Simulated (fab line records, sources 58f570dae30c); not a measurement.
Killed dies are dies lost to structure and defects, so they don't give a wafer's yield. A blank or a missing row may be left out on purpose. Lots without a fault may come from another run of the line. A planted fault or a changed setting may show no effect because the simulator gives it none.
Which tool did it? | flow berkeley_cmos170 | 13 lots, 39 wafers sampled, at 2 steps of a route of 331

WHAT THE GAUGES READ, wafer by wafer
UCB170_PLDD_OVL_MEAS_07. Usual: PLDD_OVL 4 nm, standard deviation 6.2.
lot  | measured     | on         | PLDD_OVL (nm)           | flag
L580 | day 6 08:41  | overlay-01 | 13 4 10                 |
L578 | day 6 09:07  | overlay-02 | 9 9 10                  |
L577 | day 6 13:24  | overlay-02 | -2 -12 -1               |
L581 | day 7 01:33  | overlay-01 | 292 291 296 286 292 290 | OFF
L582 | day 7 13:05  | overlay-02 | 293 286 291 287 281 287 | OFF
L586 | day 8 05:57  | overlay-02 | 292 286 298 294 288 293 | OFF
L588 | day 8 21:15  | overlay-02 | 297 296 296 292 298 299 | OFF
L590 | day 9 07:47  | overlay-01 | -11 -7 1                |
L596 | day 9 15:08  | overlay-02 | 3 5 4                   |
L595 | day 9 15:18  | overlay-01 | 7 8 7                   |
L597 | day 10 12:04 | overlay-01 | -7 -4 -4                |
L599 | day 10 19:58 | overlay-01 | -4 -1 0                 |
L600 | day 11 02:17 | overlay-01 | 3 7 0                   |

WHICH TOOL RAN EACH LOT (tool, then ch and the chambers of the sampled wafers, then the start)
lot  | UCB170_PLDD_EXPOSE_03
L580 | krf_scanner-01 ch 0, day 6 08:11
L578 | krf_scanner-02 ch 0, day 6 08:36
L577 | krf_scanner-02 ch 0, day 6 12:53
L581 | krf_scanner-01 ch 0, day 7 00:41
L582 | krf_scanner-01 ch 0, day 7 11:52
L586 | krf_scanner-01 ch 0, day 8 05:18
L588 | krf_scanner-01 ch 0, day 8 20:44
L590 | krf_scanner-02 ch 0, day 9 07:14
L596 | krf_scanner-02 ch 0, day 9 14:35
L595 | krf_scanner-02 ch 0, day 9 14:44
L597 | krf_scanner-02 ch 0, day 10 11:32
L599 | krf_scanner-02 ch 0, day 10 19:28
L600 | krf_scanner-02 ch 0, day 11 01:40
- UCB170_PLDD_EXPOSE_03: exposes mask PSELECT, target cd 1200 nm.

WHAT THE TOOLS THEMSELVES READ (means of the sampled wafers that have a number; where no wafer has one, the mark that the record gives instead)
The record holds no such reading with a usual standard deviation.

THE ANSWER, worked out from the rows above alone
Rule: a lot is off if the mean of its wafers that have a number lies more than 3 standard deviations from the usual mean. A lot without any number at a reading at which 4 lots or more have one is off too. The other lots that the step has rows for count as sound. The gauges are gone through in route order, then the tools' own readings, and for those a lot's mean is taken as printed above. The first step at which some lot is off is used, and at that step the reading that is off furthest; a lot without a number counts as furthest.
Off: L581, L582, L586, L588, at UCB170_PLDD_OVL_MEAS_07 (PLDD_OVL).
A tool fits if, at a process step before that reading, it ran every lot that is off, and no sound lot after the first of them. The gauges at UCB170_PLDD_OVL_MEAS_07 are tried like those tools. One fits: krf_scanner-01 at UCB170_PLDD_EXPOSE_03. Its last sound lot is L580 (day 6 08:11), its first lot that is off L581 (day 7 00:41): a fault that began between those two fits.

WHAT THE SIMULATOR HAD PUT IN
Scanner matching overlay: krf_scanner-01, from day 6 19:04 on, at UCB170_PLDD_EXPOSE_03. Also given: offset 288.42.
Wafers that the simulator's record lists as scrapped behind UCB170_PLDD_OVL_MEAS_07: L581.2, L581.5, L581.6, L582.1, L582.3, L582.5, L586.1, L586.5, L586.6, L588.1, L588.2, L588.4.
Lots struck among those shown: L581, L582, L586, L588. The rule above found the same.
